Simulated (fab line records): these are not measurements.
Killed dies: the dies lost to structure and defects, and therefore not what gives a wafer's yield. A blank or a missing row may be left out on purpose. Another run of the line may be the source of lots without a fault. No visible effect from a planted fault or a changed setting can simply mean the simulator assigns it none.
fab line records :: flow rit_cmos :: part 2 of 2: steps 30 to 40 of 40
record:
  lots: 5
  wafers: 15
  last_day: 7
route steps=202 shown NWELL@34 PWELL@39 WELLDRIVE@50 NRETRO@53 PRETRO@64
lots that met no fault: from a run of the same line without faults
start_h: hours from the record's first day to the start of the lot's first wafer shown :: wait_h: hours from the lot's prior step to this one :: " unchanged from the row above :: L1.1+2: several wafers, shown together as one row :: - no value, or no start given :: * or withheld: withheld :: < > ~ a bound
route shown NAME@n: names a module that has steps shown in the file, with the first one's number in the route :: usual: mean/standard deviation of fault-free wafers :: same: alike in all rows :: chamber/n: place in a boat :: sites: readings site by site :: _std_site: the standard deviation of these :: _edge_site: inner sites' mean taken away from outer sites' mean :: radius_mm: for every site, how far away it sits from the centre of the wafer :: mask NAME#n: copy n :: behind: the most recent tool/chamber to have shaped the wafer :: hold: cause of the lot's hold/its duration in hours/its outcome :: device: whichever transistor did not switch (one of n, p or np) :: end of line: at the end of the route, the tests of the same wafers :: where a step has no rows: the recipe by itself :: killed: not the wafer's yield, but the dies lost to structure and defects at the first sort :: map: the dies of a wafer, with x for killed, . for not killed, _ for no die there
set.NAME: the setting that was run; set.NAME@STEP: the one run at that earlier step :: model.NAME: the simulator's own value behind a step, which no gauge read
lots at selected steps of the route; one table per step, one row per wafer
services: a tool's chamber out of use, with start hour (start_h, from the record's first day; less than 0 if before it), hours out, and reason
== steps ==
step: RIT_NRETRO_TW_MEAS_10
usual:
  NRETRO_TW: 1035/6.8
lot.wafer: L081.1
tool: film_metro-04
chamber: -
start_h: 66.33
wait_h: 0.1
NRETRO_TW: 1037

lot.wafer: L081.3
tool: film_metro-04
chamber: -
start_h: 66.33
wait_h: 0.1
NRETRO_TW: 1036

lot.wafer: L081.5
tool: film_metro-04
chamber: -
start_h: 66.33
wait_h: 0.1
NRETRO_TW: 1030

lot.wafer: L087.1
tool: film_metro-04
chamber: -
start_h: 96.42
wait_h: 0.1
NRETRO_TW: 1028

lot.wafer: L087.5
tool: film_metro-04
chamber: -
start_h: 96.42
wait_h: 0.1
NRETRO_TW: 1036

lot.wafer: L087.6
tool: film_metro-04
chamber: -
start_h: 96.42
wait_h: 0.1
NRETRO_TW: 1036

lot.wafer: L091.2
tool: film_metro-04
chamber: -
start_h: 116.92
wait_h: 0.1
NRETRO_TW: 1033

lot.wafer: L091.5
tool: film_metro-04
chamber: -
start_h: 116.92
wait_h: 0.1
NRETRO_TW: 1032

lot.wafer: L091.6
tool: film_metro-04
chamber: -
start_h: 116.92
wait_h: 0.1
NRETRO_TW: 1028

lot.wafer: L094.1
tool: film_metro-02
chamber: -
start_h: 131.76
wait_h: 0.1
NRETRO_TW: 1043

lot.wafer: L094.3
tool: film_metro-02
chamber: -
start_h: 131.76
wait_h: 0.1
NRETRO_TW: 1044

lot.wafer: L094.6
tool: film_metro-02
chamber: -
start_h: 131.76
wait_h: 0.1
NRETRO_TW: 1044

lot.wafer: L095.1
tool: film_metro-03
chamber: -
start_h: 135.10
wait_h: 0.1
NRETRO_TW: 1028

lot.wafer: L095.2
tool: film_metro-03
chamber: -
start_h: 135.10
wait_h: 0.1
NRETRO_TW: 1024

lot.wafer: L095.3
tool: film_metro-03
chamber: -
start_h: 135.10
wait_h: 0.1
NRETRO_TW: 1023
step: RIT_PRETRO_HMDS_00
recipe:
  prime_time_s: 60
  prime_temp_c: 140
usual:
  exhaust_pa: 44.8/0.89
lot.wafer: L081.1
tool: litho_track-02
chamber: 0
start_h: 66.39
wait_h: 0.1
exhaust_pa: 45.4

lot.wafer: L081.3
tool: litho_track-02
chamber: 0
start_h: 66.39
wait_h: 0.1
exhaust_pa: 45.5

lot.wafer: L081.5
tool: litho_track-02
chamber: 0
start_h: 66.39
wait_h: 0.1
exhaust_pa: 45.6

lot.wafer: L087.1
tool: litho_track-03
chamber: 0
start_h: 96.49
wait_h: 0.1
exhaust_pa: 45.3

lot.wafer: L087.5
tool: litho_track-03
chamber: 0
start_h: 96.49
wait_h: 0.1
exhaust_pa: 46.1

lot.wafer: L087.6
tool: litho_track-03
chamber: 0
start_h: 96.49
wait_h: 0.1
exhaust_pa: 44.0

lot.wafer: L091.2
tool: litho_track-02
chamber: 0
start_h: 116.99
wait_h: 0.1
exhaust_pa: 43.4

lot.wafer: L091.5
tool: litho_track-02
chamber: 0
start_h: 116.99
wait_h: 0.1
exhaust_pa: 44.2

lot.wafer: L091.6
tool: litho_track-02
chamber: 0
start_h: 116.99
wait_h: 0.1
exhaust_pa: 44.8

lot.wafer: L094.1
tool: litho_track-03
chamber: 0
start_h: 131.82
wait_h: 0.1
exhaust_pa: 44.4

lot.wafer: L094.3
tool: litho_track-03
chamber: 0
start_h: 131.82
wait_h: 0.1
exhaust_pa: 44.5

lot.wafer: L094.6
tool: litho_track-03
chamber: 0
start_h: 131.82
wait_h: 0.1
exhaust_pa: 43.2

lot.wafer: L095.1
tool: litho_track-02
chamber: 0
start_h: 135.16
wait_h: 0.1
exhaust_pa: 45.9

lot.wafer: L095.2
tool: litho_track-02
chamber: 0
start_h: 135.16
wait_h: 0.1
exhaust_pa: 45.7

lot.wafer: L095.3
tool: litho_track-02
chamber: 0
start_h: 135.16
wait_h: 0.1
exhaust_pa: 44.9
step: RIT_PRETRO_COAT_01
recipe:
  resist: NOVOLAK
  spin_rpm: 2000
  resist_thk_nm: 1300
usual:
  exhaust_pa: 44.9/0.86
  spin_speed_rpm: 2000.0/1.4
lot.wafer: L081.1
tool: litho_track-02
chamber: 0
start_h: 66.54
wait_h: 0.1
exhaust_pa: 44.1
spin_speed_rpm: 1999.1

lot.wafer: L081.3
tool: litho_track-02
chamber: 0
start_h: 66.54
wait_h: 0.1
exhaust_pa: 45.7
spin_speed_rpm: 1999.8

lot.wafer: L081.5
tool: litho_track-02
chamber: 0
start_h: 66.54
wait_h: 0.1
exhaust_pa: 46.7
spin_speed_rpm: 1999.9

lot.wafer: L087.1
tool: litho_track-03
chamber: 0
start_h: 96.64
wait_h: 0.1
exhaust_pa: 45.7
spin_speed_rpm: 2001.4

lot.wafer: L087.5
tool: litho_track-03
chamber: 0
start_h: 96.64
wait_h: 0.1
exhaust_pa: 45.6
spin_speed_rpm: 1998.1

lot.wafer: L087.6
tool: litho_track-03
chamber: 0
start_h: 96.64
wait_h: 0.1
exhaust_pa: 45.9
spin_speed_rpm: 2000.4

lot.wafer: L091.2
tool: litho_track-02
chamber: 0
start_h: 117.14
wait_h: 0.1
exhaust_pa: 46.0
spin_speed_rpm: 1999.6

lot.wafer: L091.5
tool: litho_track-02
chamber: 0
start_h: 117.14
wait_h: 0.1
exhaust_pa: 44.7
spin_speed_rpm: 2000.4

lot.wafer: L091.6
tool: litho_track-02
chamber: 0
start_h: 117.14
wait_h: 0.1
exhaust_pa: 45.9
spin_speed_rpm: 2001.6

lot.wafer: L094.1
tool: litho_track-03
chamber: 0
start_h: 131.97
wait_h: 0.1
exhaust_pa: 45.1
spin_speed_rpm: 1997.9

lot.wafer: L094.3
tool: litho_track-03
chamber: 0
start_h: 131.97
wait_h: 0.1
exhaust_pa: 44.6
spin_speed_rpm: 1997.7

lot.wafer: L094.6
tool: litho_track-03
chamber: 0
start_h: 131.97
wait_h: 0.1
exhaust_pa: 44.7
spin_speed_rpm: 1998.1

lot.wafer: L095.1
tool: litho_track-02
chamber: 0
start_h: 135.31
wait_h: 0.1
exhaust_pa: 44.9
spin_speed_rpm: 2000.6

lot.wafer: L095.2
tool: litho_track-02
chamber: 0
start_h: 135.31
wait_h: 0.1
exhaust_pa: 45.4
spin_speed_rpm: 2000.0

lot.wafer: L095.3
tool: litho_track-02
chamber: 0
start_h: 135.31
wait_h: 0.1
exhaust_pa: 44.4
spin_speed_rpm: 1999.0
step: RIT_PRETRO_SOFTBAKE_02
recipe:
  resist: NOVOLAK
  temp_c: 90
  time_s: 62.63
usual:
  exhaust_pa: 44.8/0.98
  plate_sensor_t_centre_C: 90.969/0.0097
  plate_sensor_t_edge_C: 91.021/0.01
lot.wafer: L081.1
tool: litho_track-02
chamber: 0
start_h: 66.69
wait_h: 0.1
exhaust_pa: 43.3
plate_sensor_t_centre_C: 90.977
plate_sensor_t_edge_C: 91.006

lot.wafer: L081.3
tool: litho_track-02
chamber: 0
start_h: 66.69
wait_h: 0.1
exhaust_pa: 44.1
plate_sensor_t_centre_C: 90.983
plate_sensor_t_edge_C: 91.030

lot.wafer: L081.5
tool: litho_track-02
chamber: 0
start_h: 66.69
wait_h: 0.1
exhaust_pa: 42.8
plate_sensor_t_centre_C: 90.972
plate_sensor_t_edge_C: 91.025

lot.wafer: L087.1
tool: litho_track-03
chamber: 0
start_h: 96.79
wait_h: 0.1
exhaust_pa: 44.2
plate_sensor_t_centre_C: 90.970
plate_sensor_t_edge_C: 91.026

lot.wafer: L087.5
tool: litho_track-03
chamber: 0
start_h: 96.79
wait_h: 0.1
exhaust_pa: 44.7
plate_sensor_t_centre_C: 90.943
plate_sensor_t_edge_C: 91.010

lot.wafer: L087.6
tool: litho_track-03
chamber: 0
start_h: 96.79
wait_h: 0.1
exhaust_pa: 45.1
plate_sensor_t_centre_C: 90.979
plate_sensor_t_edge_C: 91.042

lot.wafer: L091.2
tool: litho_track-02
chamber: 0
start_h: 117.29
wait_h: 0.1
exhaust_pa: 46.6
plate_sensor_t_centre_C: 90.980
plate_sensor_t_edge_C: 91.010

lot.wafer: L091.5
tool: litho_track-02
chamber: 0
start_h: 117.29
wait_h: 0.1
exhaust_pa: 45.7
plate_sensor_t_centre_C: 90.969
plate_sensor_t_edge_C: 91.045

lot.wafer: L091.6
tool: litho_track-02
chamber: 0
start_h: 117.29
wait_h: 0.1
exhaust_pa: 46.2
plate_sensor_t_centre_C: 90.966
plate_sensor_t_edge_C: 91.008

lot.wafer: L094.1
tool: litho_track-03
chamber: 0
start_h: 132.12
wait_h: 0.1
exhaust_pa: 43.5
plate_sensor_t_centre_C: 90.975
plate_sensor_t_edge_C: 91.036

lot.wafer: L094.3
tool: litho_track-03
chamber: 0
start_h: 132.12
wait_h: 0.1
exhaust_pa: 44.9
plate_sensor_t_centre_C: 90.969
plate_sensor_t_edge_C: 91.019

lot.wafer: L094.6
tool: litho_track-03
chamber: 0
start_h: 132.12
wait_h: 0.1
exhaust_pa: 43.9
plate_sensor_t_centre_C: 90.967
plate_sensor_t_edge_C: 91.007

lot.wafer: L095.1
tool: litho_track-02
chamber: 0
start_h: 135.46
wait_h: 0.1
exhaust_pa: 43.8
plate_sensor_t_centre_C: 90.985
plate_sensor_t_edge_C: 91.028

lot.wafer: L095.2
tool: litho_track-02
chamber: 0
start_h: 135.46
wait_h: 0.1
exhaust_pa: 42.3
plate_sensor_t_centre_C: 90.968
plate_sensor_t_edge_C: 91.033

lot.wafer: L095.3
tool: litho_track-02
chamber: 0
start_h: 135.46
wait_h: 0.1
exhaust_pa: 44.7
plate_sensor_t_centre_C: 90.970
plate_sensor_t_edge_C: 91.022
step: RIT_PRETRO_EXPOSE_03
recipe:
  mask_id: M5
  na: 0.57
  target_cd_nm: 43700
  dose_mj: 250
lot.wafer: L081.1+3+5
tool: iline_stepper-01
chamber: 0
start_h: 66.99
wait_h: 0.3
mask: M5#0

lot.wafer: L087.1+5+6
tool: iline_stepper-02
chamber: 0
start_h: 96.94
wait_h: 0.1
mask: M5#0

lot.wafer: L091.2+5+6
tool: iline_stepper-01
chamber: 0
start_h: 117.44
wait_h: 0.1
mask: M5#0

lot.wafer: L094.1+3+6
tool: iline_stepper-01
chamber: 0
start_h: 132.40
wait_h: 0.2
mask: M5#0

lot.wafer: L095.1+2+3
tool: iline_stepper-01
chamber: 0
start_h: 135.61
wait_h: 0.1
mask: M5#0
step: RIT_PRETRO_PEB_04
recipe:
  resist: NOVOLAK
  temp_c: withheld
  time_s: withheld
usual:
  exhaust_pa: 45.2/0.98
lot.wafer: L081.1
tool: litho_track-04
chamber: 0
start_h: 67.30
wait_h: 0.3
exhaust_pa: 45.0

lot.wafer: L081.3
tool: litho_track-04
chamber: 0
start_h: 67.30
wait_h: 0.3
exhaust_pa: 44.2

lot.wafer: L081.5
tool: litho_track-04
chamber: 0
start_h: 67.30
wait_h: 0.3
exhaust_pa: 45.1

lot.wafer: L087.1
tool: litho_track-04
chamber: 0
start_h: 97.06
wait_h: 0.1
exhaust_pa: 46.9

lot.wafer: L087.5
tool: litho_track-04
chamber: 0
start_h: 97.06
wait_h: 0.1
exhaust_pa: 46.7

lot.wafer: L087.6
tool: litho_track-04
chamber: 0
start_h: 97.06
wait_h: 0.1
exhaust_pa: 45.5

lot.wafer: L091.2
tool: litho_track-03
chamber: 0
start_h: 117.56
wait_h: 0.1
exhaust_pa: 44.9

lot.wafer: L091.5
tool: litho_track-03
chamber: 0
start_h: 117.56
wait_h: 0.1
exhaust_pa: 46.2

lot.wafer: L091.6
tool: litho_track-03
chamber: 0
start_h: 117.56
wait_h: 0.1
exhaust_pa: 46.5

lot.wafer: L094.1
tool: litho_track-03
chamber: 0
start_h: 132.51
wait_h: 0.1
exhaust_pa: 45.3

lot.wafer: L094.3
tool: litho_track-03
chamber: 0
start_h: 132.51
wait_h: 0.1
exhaust_pa: 46.3

lot.wafer: L094.6
tool: litho_track-03
chamber: 0
start_h: 132.51
wait_h: 0.1
exhaust_pa: 44.6

lot.wafer: L095.1
tool: litho_track-03
chamber: 0
start_h: 135.72
wait_h: 0.1
exhaust_pa: 44.1

lot.wafer: L095.2
tool: litho_track-03
chamber: 0
start_h: 135.72
wait_h: 0.1
exhaust_pa: 44.5

lot.wafer: L095.3
tool: litho_track-03
chamber: 0
start_h: 135.72
wait_h: 0.1
exhaust_pa: 44.9
step: RIT_PRETRO_DEVELOP_05
recipe:
  resist: NOVOLAK
  develop_time_s: 68
  dev_temp_c: 23
usual:
  exhaust_pa: 44.8/0.87
lot.wafer: L081.1
tool: litho_track-04
chamber: 0
start_h: -
wait_h: -
exhaust_pa: 43.4

lot.wafer: L081.3
tool: litho_track-04
chamber: 0
start_h: -
wait_h: -
exhaust_pa: 42.7

lot.wafer: L081.5
tool: litho_track-04
chamber: 0
start_h: -
wait_h: -
exhaust_pa: 43.2

lot.wafer: L087.1
tool: litho_track-04
chamber: 0
start_h: -
wait_h: -
exhaust_pa: 45.0

lot.wafer: L087.5
tool: litho_track-04
chamber: 0
start_h: -
wait_h: -
exhaust_pa: 45.7

lot.wafer: L087.6
tool: litho_track-04
chamber: 0
start_h: -
wait_h: -
exhaust_pa: 44.8

lot.wafer: L091.2
tool: litho_track-03
chamber: 0
start_h: -
wait_h: -
exhaust_pa: 45.4

lot.wafer: L091.5
tool: litho_track-03
chamber: 0
start_h: -
wait_h: -
exhaust_pa: 45.8

lot.wafer: L091.6
tool: litho_track-03
chamber: 0
start_h: -
wait_h: -
exhaust_pa: 45.2

lot.wafer: L094.1
tool: litho_track-03
chamber: 0
start_h: -
wait_h: -
exhaust_pa: 45.9

lot.wafer: L094.3
tool: litho_track-03
chamber: 0
start_h: -
wait_h: -
exhaust_pa: 44.7

lot.wafer: L094.6
tool: litho_track-03
chamber: 0
start_h: -
wait_h: -
exhaust_pa: 44.9

lot.wafer: L095.1
tool: litho_track-03
chamber: 0
start_h: -
wait_h: -
exhaust_pa: 45.1

lot.wafer: L095.2
tool: litho_track-03
chamber: 0
start_h: -
wait_h: -
exhaust_pa: 44.6

lot.wafer: L095.3
tool: litho_track-03
chamber: 0
start_h: -
wait_h: -
exhaust_pa: 45.1
step: RIT_PRETRO_OVL_MEAS_06
usual:
  PRETRO_OVL: 1.1/1.3
lot.wafer: L081.1
tool: overlay-02
chamber: -
start_h: 67.61
wait_h: -
PRETRO_OVL[nm]: 2.5

lot.wafer: L081.3
tool: overlay-02
chamber: -
start_h: 67.61
wait_h: -
PRETRO_OVL[nm]: 3.7

lot.wafer: L081.5
tool: overlay-02
chamber: -
start_h: 67.61
wait_h: -
PRETRO_OVL[nm]: 2.3

lot.wafer: L087.1
tool: overlay-02
chamber: -
start_h: 97.37
wait_h: -
PRETRO_OVL[nm]: 2.4

lot.wafer: L087.5
tool: overlay-02
chamber: -
start_h: 97.37
wait_h: -
PRETRO_OVL[nm]: 2.5

lot.wafer: L087.6
tool: overlay-02
chamber: -
start_h: 97.37
wait_h: -
PRETRO_OVL[nm]: 1.9

lot.wafer: L091.2
tool: overlay-01
chamber: -
start_h: 117.85
wait_h: -
PRETRO_OVL[nm]: 0.0

lot.wafer: L091.5
tool: overlay-01
chamber: -
start_h: 117.85
wait_h: -
PRETRO_OVL[nm]: -0.4

lot.wafer: L091.6
tool: overlay-01
chamber: -
start_h: 117.85
wait_h: -
PRETRO_OVL[nm]: 1.7

lot.wafer: L094.1
tool: overlay-01
chamber: -
start_h: 132.83
wait_h: -
PRETRO_OVL[nm]: 0.4

lot.wafer: L094.3
tool: overlay-01
chamber: -
start_h: 132.83
wait_h: -
PRETRO_OVL[nm]: 1.0

lot.wafer: L094.6
tool: overlay-01
chamber: -
start_h: 132.83
wait_h: -
PRETRO_OVL[nm]: -0.9

lot.wafer: L095.1
tool: overlay-01
chamber: -
start_h: 136.04
wait_h: -
PRETRO_OVL[nm]: 0.2

lot.wafer: L095.2
tool: overlay-01
chamber: -
start_h: 136.04
wait_h: -
PRETRO_OVL[nm]: 0.6

lot.wafer: L095.3
tool: overlay-01
chamber: -
start_h: 136.04
wait_h: -
PRETRO_OVL[nm]: 1.0
step: RIT_PRETRO_HARDBAKE_07
recipe:
  resist: NOVOLAK
  temp_c: 140
  time_s: 120
usual:
  exhaust_pa: 45.0/0.82
lot.wafer: L081.1
tool: litho_track-04
chamber: 0
start_h: 67.65
wait_h: 0.0
exhaust_pa: 44.2

lot.wafer: L081.3
tool: litho_track-04
chamber: 0
start_h: 67.65
wait_h: 0.0
exhaust_pa: 44.8

lot.wafer: L081.5
tool: litho_track-04
chamber: 0
start_h: 67.65
wait_h: 0.0
exhaust_pa: 45.2

lot.wafer: L087.1
tool: litho_track-02
chamber: 0
start_h: 97.41
wait_h: 0.0
exhaust_pa: 44.4

lot.wafer: L087.5
tool: litho_track-02
chamber: 0
start_h: 97.41
wait_h: 0.0
exhaust_pa: 45.7

lot.wafer: L087.6
tool: litho_track-02
chamber: 0
start_h: 97.41
wait_h: 0.0
exhaust_pa: 46.8

lot.wafer: L091.2
tool: litho_track-04
chamber: 0
start_h: 117.92
wait_h: 0.1
exhaust_pa: 43.8

lot.wafer: L091.5
tool: litho_track-04
chamber: 0
start_h: 117.92
wait_h: 0.1
exhaust_pa: 45.4

lot.wafer: L091.6
tool: litho_track-04
chamber: 0
start_h: 117.92
wait_h: 0.1
exhaust_pa: 44.7

lot.wafer: L094.1
tool: litho_track-04
chamber: 0
start_h: 132.86
wait_h: 0.0
exhaust_pa: 45.0

lot.wafer: L094.3
tool: litho_track-04
chamber: 0
start_h: 132.86
wait_h: 0.0
exhaust_pa: 44.3

lot.wafer: L094.6
tool: litho_track-04
chamber: 0
start_h: 132.86
wait_h: 0.0
exhaust_pa: 46.1

lot.wafer: L095.1
tool: litho_track-04
chamber: 0
start_h: 136.07
wait_h: 0.0
exhaust_pa: 45.2

lot.wafer: L095.2
tool: litho_track-04
chamber: 0
start_h: 136.07
wait_h: 0.0
exhaust_pa: 45.3

lot.wafer: L095.3
tool: litho_track-04
chamber: 0
start_h: 136.07
wait_h: 0.0
exhaust_pa: 43.4
step: RIT_PRETRO_IMPLANT_08
recipe:
  species: B
  energy_kev: 45
  dose_cm2: 1.2e+13
  tilt_deg: 7
lot.wafer: L081.1+3+5
tool: implanter-04
chamber: 0
start_h: 67.90
wait_h: 0.2

lot.wafer: L087.1+5+6
tool: implanter-01
chamber: 0
start_h: 97.66
wait_h: 0.2

lot.wafer: L091.2+5+6
tool: implanter-01
chamber: 0
start_h: 118.16
wait_h: 0.2

lot.wafer: L094.1+3+6
tool: implanter-03
chamber: 0
start_h: 133.11
wait_h: 0.2

lot.wafer: L095.1+2+3
tool: implanter-04
chamber: 0
start_h: 136.32
wait_h: 0.2
step: RIT_PRETRO_STRIP_09
recipe:
  chemistry: O2
  time_s: 180
  resist: NOVOLAK
  platen_temp_c: withheld
  power_w: 500
  pressure_mtorr: 4000
  o2_flow_sccm: 4000
usual:
  drypump_motor_current_A: 5.9/0.48
lot.wafer: L081.1
tool: plasma_asher-03
chamber: 0
start_h: 68.05
wait_h: 0.1
drypump_motor_current_A: 6.4
rf_hours_counter_h: 42

lot.wafer: L081.3
tool: plasma_asher-03
chamber: 0
start_h: 68.05
wait_h: 0.1
drypump_motor_current_A: 6.4
rf_hours_counter_h: -

lot.wafer: L081.5
tool: plasma_asher-03
chamber: 1
start_h: 68.05
wait_h: 0.1
drypump_motor_current_A: 6.7
rf_hours_counter_h: -

lot.wafer: L087.1
tool: plasma_asher-01
chamber: 1
start_h: 97.81
wait_h: 0.1
drypump_motor_current_A: 5.7
rf_hours_counter_h: 31

lot.wafer: L087.5
tool: plasma_asher-01
chamber: 0
start_h: 97.81
wait_h: 0.1
drypump_motor_current_A: 5.2
rf_hours_counter_h: -

lot.wafer: L087.6
tool: plasma_asher-01
chamber: 1
start_h: 97.81
wait_h: 0.1
drypump_motor_current_A: 5.7
rf_hours_counter_h: -

lot.wafer: L091.2
tool: plasma_asher-02
chamber: 1
start_h: 118.28
wait_h: 0.1
drypump_motor_current_A: 5.7
rf_hours_counter_h: 0

lot.wafer: L091.5
tool: plasma_asher-02
chamber: 1
start_h: 118.28
wait_h: 0.1
drypump_motor_current_A: 5.7
rf_hours_counter_h: -

lot.wafer: L091.6
tool: plasma_asher-02
chamber: 0
start_h: 118.28
wait_h: 0.1
drypump_motor_current_A: 5.8
rf_hours_counter_h: -

lot.wafer: L094.1
tool: plasma_asher-02
chamber: 1
start_h: 133.26
wait_h: 0.1
drypump_motor_current_A: 5.7
rf_hours_counter_h: 2

lot.wafer: L094.3
tool: plasma_asher-02
chamber: 0
start_h: 133.26
wait_h: 0.1
drypump_motor_current_A: 5.8
rf_hours_counter_h: -

lot.wafer: L094.6
tool: plasma_asher-02
chamber: 1
start_h: 133.26
wait_h: 0.1
drypump_motor_current_A: 5.7
rf_hours_counter_h: -

lot.wafer: L095.1
tool: plasma_asher-02
chamber: 0
start_h: 136.47
wait_h: 0.1
drypump_motor_current_A: 5.8
rf_hours_counter_h: 2

lot.wafer: L095.2
tool: plasma_asher-02
chamber: 1
start_h: 136.47
wait_h: 0.1
drypump_motor_current_A: 5.7
rf_hours_counter_h: 2

lot.wafer: L095.3
tool: plasma_asher-02
chamber: 0
start_h: 136.47
wait_h: 0.1
drypump_motor_current_A: 5.8
rf_hours_counter_h: -
== services ==
tool: iline_stepper-02
chamber: -
start_h: 56.60
hours: 4.4
kind: pm

tool: implanter-02
chamber: -
start_h: 57.12
hours: 3.5
kind: repair

tool: plasma_asher-04
chamber: -
start_h: 68.29
hours: 2.8
kind: pm

tool: iline_stepper-01
chamber: -
start_h: 77.74
hours: 21.2
kind: repair

tool: implanter-02
chamber: -
start_h: 80.04
hours: 1.5
kind: repair

tool: implanter-04
chamber: -
start_h: 85.60
hours: 4.5
kind: pm

tool: plasma_asher-02
chamber: -
start_h: 91.14
hours: 0.5
kind: repair

tool: plasma_asher-03
chamber: -
start_h: 93.48
hours: 28.1
kind: pm

tool: furnace-02
chamber: -
start_h: 94.69
hours: 3.1
kind: pm

tool: furnace-02
chamber: -
start_h: 97.78
hours: 4.6
kind: pm

tool: plasma_asher-02
chamber: -
start_h: 104.86
hours: 3.3
kind: repair

tool: plasma_asher-02
chamber: -
start_h: 105.39
hours: 0.4
kind: repair

tool: plasma_asher-02
chamber: -
start_h: 108.81
hours: 9.0
kind: pm

tool: plasma_asher-02
chamber: 0
start_h: 108.81
hours: 9.0
kind: vent_cycle

tool: plasma_asher-02
chamber: 1
start_h: 108.81
hours: 9.0
kind: vent_cycle

tool: iline_stepper-01
chamber: -
start_h: 113.09
hours: 2.1
kind: pm

tool: iline_stepper-01
chamber: -
start_h: 115.17
hours: -
kind: consumable_replace:lamp

tool: plasma_asher-02
chamber: 0
start_h: 117.81
hours: -
kind: clean

tool: plasma_asher-02
chamber: 1
start_h: 117.81
hours: -
kind: clean

tool: iline_stepper-01
chamber: 0
start_h: 119.81
hours: -
kind: calibration

tool: implanter-03
chamber: -
start_h: 134.20
hours: 4.9
kind: pm

tool: iline_stepper-02
chamber: -
start_h: 136.02
hours: 1.7
kind: pm
